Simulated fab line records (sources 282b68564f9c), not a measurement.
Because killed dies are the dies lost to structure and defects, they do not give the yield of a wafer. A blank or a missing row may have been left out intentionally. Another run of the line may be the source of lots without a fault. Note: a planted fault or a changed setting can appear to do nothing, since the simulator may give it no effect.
fab line records	flow rit_cmos
record: lots: 13	wafers: 39	last_day: 7
route steps=202 shown NRETRO@56 PRETRO@74
lots that met no fault: from a run of the same line without faults
start_h: start of the lot's first displayed wafer, in hours after the record's first day	wait_h: hours since the lot's step before	" the same as in the row above	L1.1+2: one row covering several wafers at once	- no value, or no start was given	* or withheld: withheld	< > ~ a bound
route shown NAME@n: names a module that has steps shown in the file, with the first one's number in the route	usual: mean/standard deviation of fault-free wafers	same: alike in all rows	chamber/n: place in a boat	sites: the reading at each site	_std_site: standard deviation of those values	_edge_site: outer sites' mean less inner sites'	radius_mm: how far each site lies from the wafer's centre	mask NAME#n: copy n	behind: the tool/chamber that last shaped the wafer	hold: what put the lot on hold/how long, in hours/how the hold closed	device: the n, p or np transistor that did not switch	end of line: tests of these same wafers at the route's end	step lacking rows: just its recipe	killed: the dies lost at the first sort to structure and to defects; this is not the yield of the wafer	map: per-die view of a wafer (x killed, . not killed, _ where there is no die)
set.NAME: setting as actually run; set.NAME@STEP: the setting as run at that earlier step	model.NAME: the simulator's own value behind a step, which no gauge read
a sample of lots followed through the steps of the route, with each step as a table and each wafer as a row
services: when a tool's chamber went out of use (start_h, in hours from the record's first day, below 0 if earlier), for how many hours, and the reason
== steps ==
step: RIT_NRETRO_EXPOSE_03
recipe: mask_id: M4	na: 0.57	target_cd_nm: 43900	dose_mj: 250
usual: exposure_dose_mJ_cm2: 249.98/0.25	reticle_temp_C: 22.97/0.11
lot.wafer	tool	chamber	start_h	wait_h	mask	exposure_dose_mJ_cm2	reticle_temp_C
L737.2	iline_stepper-01	0	33.52	0.2	M4#0	250.16	22.99
L737.3	"	0	"	"	M4#0	250.39	22.98
L737.5	"	0	"	"	M4#0	249.74	23.18
L738.1	iline_stepper-01	0	40.54	0.1	M4#0	249.21	23.00
L738.3	"	0	"	"	M4#0	249.65	22.92
L738.5	"	0	"	"	M4#0	249.80	22.76
L740.2	iline_stepper-02	0	49.43	0.2	M4#0	250.25	22.90
L740.5	"	0	"	"	M4#0	250.14	22.99
L740.6	"	0	"	"	M4#0	249.83	22.96
L741.1	iline_stepper-01	0	54.00	0.2	M4#0	250.15	22.76
L741.4	"	0	"	"	M4#0	249.81	22.89
L741.6	"	0	"	"	M4#0	249.56	22.85
L744.4	iline_stepper-01	0	70.38	0.2	M4#0	250.14	22.93
L744.5	"	0	"	"	M4#0	249.72	22.89
L744.6	"	0	"	"	M4#0	249.88	22.99
L745.2	iline_stepper-02	0	74.34	0.2	M4#0	250.41	22.92
L745.5	"	0	"	"	M4#0	250.76	23.11
L745.6	"	0	"	"	M4#0	250.17	23.04
L746.4	iline_stepper-01	0	80.70	0.2	M4#0	250.14	23.15
L746.5	"	0	"	"	M4#0	250.27	23.06
L746.6	"	0	"	"	M4#0	250.00	22.93
L748.3	iline_stepper-01	0	92.87	0.1	M5#0	249.71	23.00
L748.4	"	0	"	"	M5#0	249.83	22.92
L748.5	"	0	"	"	M5#0	249.55	22.96
L754.1	iline_stepper-01	0	124.33	0.1	M4#0	250.15	22.89
L754.4	"	0	"	"	M4#0	250.36	22.89
L754.5	"	0	"	"	M4#0	249.86	22.88
L756.1	iline_stepper-01	0	133.10	0.2	M4#0	250.09	23.04
L756.3	"	0	"	"	M4#0	250.13	22.92
L756.5	"	0	"	"	M4#0	250.33	23.08
L757.1	iline_stepper-01	0	137.91	0.1	M4#0	249.97	22.90
L757.3	"	0	"	"	M4#0	249.91	22.90
L757.4	"	0	"	"	M4#0	249.84	22.96
L758.3	iline_stepper-01	0	143.03	0.1	M4#0	249.71	22.80
L758.4	"	0	"	"	M4#0	250.37	23.00
L758.6	"	0	"	"	M4#0	249.70	22.93
L759.3	iline_stepper-01	0	145.34	0.1	M4#0	250.49	22.99
L759.4	"	0	"	"	M4#0	250.19	22.96
L759.5	"	0	"	"	M4#0	250.28	22.87
step: RIT_NRETRO_OVL_MEAS_06
usual: NRETRO_OVL: -0.4/1.3
lot.wafer	tool	chamber	start_h	wait_h	NRETRO_OVL[nm]
L737.2	overlay-02	-	33.96	-	1.2
L737.3	"	-	"	"	0.2
L737.5	"	-	"	"	-0.1
L738.1	overlay-02	-	40.97	-	0.8
L738.3	"	-	"	"	-0.5
L738.5	"	-	"	"	1.2
L740.2	overlay-01	-	49.85	-	0.3
L740.5	"	-	"	"	0.0
L740.6	"	-	"	"	0.5
L741.1	overlay-02	-	54.43	-	-1.6
L741.4	"	-	"	"	-0.9
L741.6	"	-	"	"	-0.9
L744.4	overlay-02	-	70.77	-	-2.2
L744.5	"	-	"	"	-0.1
L744.6	"	-	"	"	-1.9
L745.2	overlay-02	-	74.76	-	0.4
L745.5	"	-	"	"	0.8
L745.6	"	-	"	"	0.3
L746.4	overlay-01	-	81.09	-	-0.8
L746.5	"	-	"	"	-1.3
L746.6	"	-	"	"	-0.2
L748.3	overlay-02	-	93.27	-	-
L748.4	"	-	"	"	-
L748.5	"	-	"	"	-
L754.1	overlay-02	-	124.84	-	0.1
L754.4	"	-	"	"	-0.2
L754.5	"	-	"	"	1.5
L756.1	overlay-01	-	133.77	-	0.6
L756.3	"	-	"	"	-2.4
L756.5	"	-	"	"	0.6
L757.1	overlay-02	-	138.46	-	-3.6
L757.3	"	-	"	"	-2.8
L757.4	"	-	"	"	-0.7
L758.3	overlay-02	-	143.44	-	-1.0
L758.4	"	-	"	"	0.5
L758.6	"	-	"	"	-0.3
L759.3	overlay-01	-	145.75	-	0.1
L759.4	"	-	"	"	0.4
L759.5	"	-	"	"	0.4
step: RIT_NRETRO_TW_MEAS_10
usual: NRETRO_TW: 1052/9.6
lot.wafer	tool	chamber	start_h	wait_h	NRETRO_TW
L737.2	film_metro-03	-	34.63	0.1	1041
L737.3	"	-	"	"	1035
L737.5	"	-	"	"	1033
L738.1	film_metro-01	-	41.58	0.1	1047
L738.3	"	-	"	"	1046
L738.5	"	-	"	"	1044
L740.2	film_metro-01	-	50.46	0.1	1055
L740.5	"	-	"	"	1052
L740.6	"	-	"	"	1049
L741.1	film_metro-02	-	55.04	0.1	1066
L741.4	"	-	"	"	1053
L741.6	"	-	"	"	1061
L744.4	film_metro-01	-	71.39	0.1	1048
L744.5	"	-	"	"	1049
L744.6	"	-	"	"	1045
L745.2	film_metro-02	-	75.37	0.1	1056
L745.5	"	-	"	"	1061
L745.6	"	-	"	"	1055
L746.4	film_metro-02	-	81.71	0.1	1068
L746.5	"	-	"	"	1060
L746.6	"	-	"	"	1065
L748.3	film_metro-02	-	93.89	0.1	30
L748.4	"	-	"	"	30
L748.5	"	-	"	"	30
L754.1	film_metro-02	-	125.45	0.1	1058
L754.4	"	-	"	"	1062
L754.5	"	-	"	"	1062
L756.1	film_metro-02	-	134.49	0.1	1064
L756.3	"	-	"	"	1056
L756.5	"	-	"	"	1055
L757.1	film_metro-01	-	139.11	0.1	1043
L757.3	"	-	"	"	1045
L757.4	"	-	"	"	1048
L758.3	film_metro-03	-	144.05	0.1	1036
L758.4	"	-	"	"	1040
L758.6	"	-	"	"	1048
L759.3	film_metro-03	-	146.37	0.1	1043
L759.4	"	-	"	"	1040
L759.5	"	-	"	"	1040
step: RIT_PRETRO_TW_MEAS_10
usual: PRETRO_TW: 477/3.6
lot.wafer	tool	chamber	start_h	wait_h	PRETRO_TW
L737.2	film_metro-01	-	36.30	0.1	473
L737.3	"	-	"	"	474
L737.5	"	-	"	"	472
L738.1	film_metro-01	-	43.27	0.1	473
L738.3	"	-	"	"	470
L738.5	"	-	"	"	473
L740.2	film_metro-01	-	52.01	0.1	477
L740.5	"	-	"	"	475
L740.6	"	-	"	"	479
L741.1	film_metro-01	-	56.71	0.1	474
L741.4	"	-	"	"	473
L741.6	"	-	"	"	475
L744.4	film_metro-02	-	72.94	0.1	481
L744.5	"	-	"	"	481
L744.6	"	-	"	"	480
L745.2	film_metro-02	-	77.05	0.1	481
L745.5	"	-	"	"	478
L745.6	"	-	"	"	481
L746.4	film_metro-04	-	83.26	0.1	477
L746.5	"	-	"	"	473
L746.6	"	-	"	"	474
L748.3	film_metro-04	-	95.67	0.1	1071
L748.4	"	-	"	"	1078
L748.5	"	-	"	"	1078
L754.1	film_metro-02	-	127.28	0.1	482
L754.4	"	-	"	"	481
L754.5	"	-	"	"	482
L756.1	film_metro-01	-	136.04	0.1	473
L756.3	"	-	"	"	471
L756.5	"	-	"	"	471
L757.1	film_metro-04	-	140.88	0.1	473
L757.3	"	-	"	"	475
L757.4	"	-	"	"	475
L758.3	film_metro-04	-	145.71	0.1	477
L758.4	"	-	"	"	477
L758.6	"	-	"	"	477
L759.3	film_metro-04	-	148.05	0.1	478
L759.4	"	-	"	"	478
L759.5	"	-	"	"	476
== services ==
tool	chamber	start_h	hours	kind
iline_stepper-02	-	16.91	0.6	repair
iline_stepper-02	-	78.97	5.7	repair
iline_stepper-01	-	90.59	1.7	pm
== key ==
first_sign: step: RIT_NRETRO_EXPOSE_03	reading: mask	direction: changed
effect: step: RIT_NRETRO_OVL_MEAS_06	reading: NRETRO_OVL	direction: missing
effect: step: RIT_NRETRO_TW_MEAS_10	reading: NRETRO_TW	direction: down	sigmas: 99+	usual: 1052	struck: 30
effect: step: RIT_PRETRO_TW_MEAS_10	reading: PRETRO_TW	direction: up	sigmas: 99+	usual: 477	struck: 1076
met_at RIT_NRETRO_EXPOSE_03
struck_lots L748
sort_left_out L748.3,L748.4,L748.5
tester_left_out L748
onset_between 80.70 92.87
fault: kind: wrong_mask	tool: any	chamber: -	onset_h: 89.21	steps: RIT_NRETRO_EXPOSE_03	aux_copy: M5#0	scope: struck_lots_only
tester_left_out: of these lots the tester's yield and bins aren't shown, on N5 and GAA mostly nor the transistor test; their killed dies are dies lost to structure and defects alone, not to doping, threshold or leakage, so they don't give the yield
sort_left_out: the simulated sort isn't trusted on such a fault, so these wafers' sort isn't shown, and their yield isn't known
